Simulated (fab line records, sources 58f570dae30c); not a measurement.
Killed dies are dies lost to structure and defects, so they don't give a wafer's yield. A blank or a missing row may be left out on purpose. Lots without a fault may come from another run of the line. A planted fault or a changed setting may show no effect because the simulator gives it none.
One fault seen from 2 desks | flow berkeley_cmos170 | each desk has only its own numbers; what lay behind them comes last

THE TOOL OWNER'S DESK: implanter-03
The tool's own readings at UCB170_NLDD_IMPLANT_09: means of the sampled wafers that have a number, for each lot that ran on this tool. A lot is out of limits, marked OUT, if its mean lies more than 4 standard deviations from the usual mean; the brackets give that distance.
Columns: A = dose_ions_cm2 at UCB170_NLDD_IMPLANT_09, usual 5.001e+13; B = faraday_current_uA at UCB170_NLDD_IMPLANT_09, usual 158
lot  | first seen here | A                           | B
L500 | day 7 08:19     | 5.006e+13                   | 161
L502 | day 7 19:17     | 5.004e+13                   | 158
L503 | day 8 10:10     | 5.001e+13                   | 157
L506 | day 8 18:36     | 4.994e+13                   | 159
L510 | day 9 02:27     | 2.749e+13 (-99 or more) OUT | 88 (-21) OUT
L508 | day 9 03:11     | 2.752e+13 (-99 or more) OUT | 86 (-21) OUT
This desk's finding: out of limits on L508, L510; first on L510, day 9 02:27 (dose_ions_cm2 at UCB170_NLDD_IMPLANT_09). In limits: L500, L502, L503, L506.

THE METROLOGY DESK
What the gauges read, lot by lot, whatever tool the lot ran on: means of the sampled wafers that have a number. A lot is out of limits, marked OUT, if its mean lies more than 4 standard deviations from the usual mean; the brackets give that distance.
Columns: A = NLDD_TW at UCB170_NLDD_TW_MEAS_11, usual 2213; B = NLDD_RS at UCB170_SDANNEAL_RS_MEAS_05, usual 616.2 ohm/sq; C = cd_nm at UCB170_M1_CD_MEAS_09, usual 699.6 nm; D = V1_POLISHED_THK at UCB170_V1_THK_MEAS_04, usual 1000.2 nm; E = M2_AL_RS at UCB170_M2_RS_MEAS_02, usual 0.0321 ohm/sq
lot  | first seen here | A              | B               | C     | D      | E
L495 | day 6 03:27     | 2227           | 616.8           | 698.8 | 999.4  | 0.0319
L497 | day 6 04:03     | 2219           | 615.0           | 698.0 | 999.0  | 0.0325
L500 | day 7 08:34     | 2195           | 617.1           | 699.7 | 1000.0 | 0.0325
L501 | day 7 09:15     | 2218           | 614.7           | 701.0 | 999.0  | 0.0326
L502 | day 7 19:32     | 2215           | 614.3           | 699.9 | 1000.3 | 0.0319
L503 | day 8 10:25     | 2218           | 613.8           | 699.8 | 1001.2 | 0.0325
L505 | day 8 10:41     | 2221           | 616.2           | 700.6 | 999.9  | 0.0317
L506 | day 8 18:51     | 2211           | 615.5           | 696.9 | 1000.8 | 0.0322
L507 | day 8 19:07     | 2217           | 615.1           | 701.2 | 1000.7 | 0.0320
L510 | day 9 02:42     | 2052 (-15) OUT | 730.7 (+88) OUT | 699.2 | 999.8  | 0.0325
L508 | day 9 03:26     | 2049 (-15) OUT | 731.2 (+88) OUT | 699.4 | 999.8  | 0.0318
L515 | day 10 13:25    | 2206           | 617.1           | 700.0 | 1000.6 | 0.0321
L516 | day 11 00:00    | 2220           | 615.3           | 699.3 | 1000.0 | 0.0315
L518 | day 11 14:29    | 2215           | 615.6           | 698.6 | 1000.6 | 0.0322
This desk's finding: out of limits on L508, L510; first on L510, day 9 02:42 (NLDD_TW at UCB170_NLDD_TW_MEAS_11). In limits: L495, L497, L500, L501, L502, L503, L505, L506, L507, L515, L516, L518.

PUT TOGETHER
The tool owner's desk could have raised an alarm at day 9 02:27, on L508, L510.
The metrology desk could have raised an alarm at day 9 02:42, on L508, L510.
Of the lots named, all ran UCB170_NLDD_IMPLANT_09 on implanter-03.

WHAT THE SIMULATOR HAD PUT IN
Process parameter drift: implanter-03, from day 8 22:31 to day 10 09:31, at UCB170_NLDD_IMPLANT_09. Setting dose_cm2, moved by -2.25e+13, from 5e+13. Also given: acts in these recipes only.
Lots struck among those shown: L508, L510.
Hours from the fault's start to each desk's first reading out of limits: the tool owner's desk, 4; the metrology desk, 4.
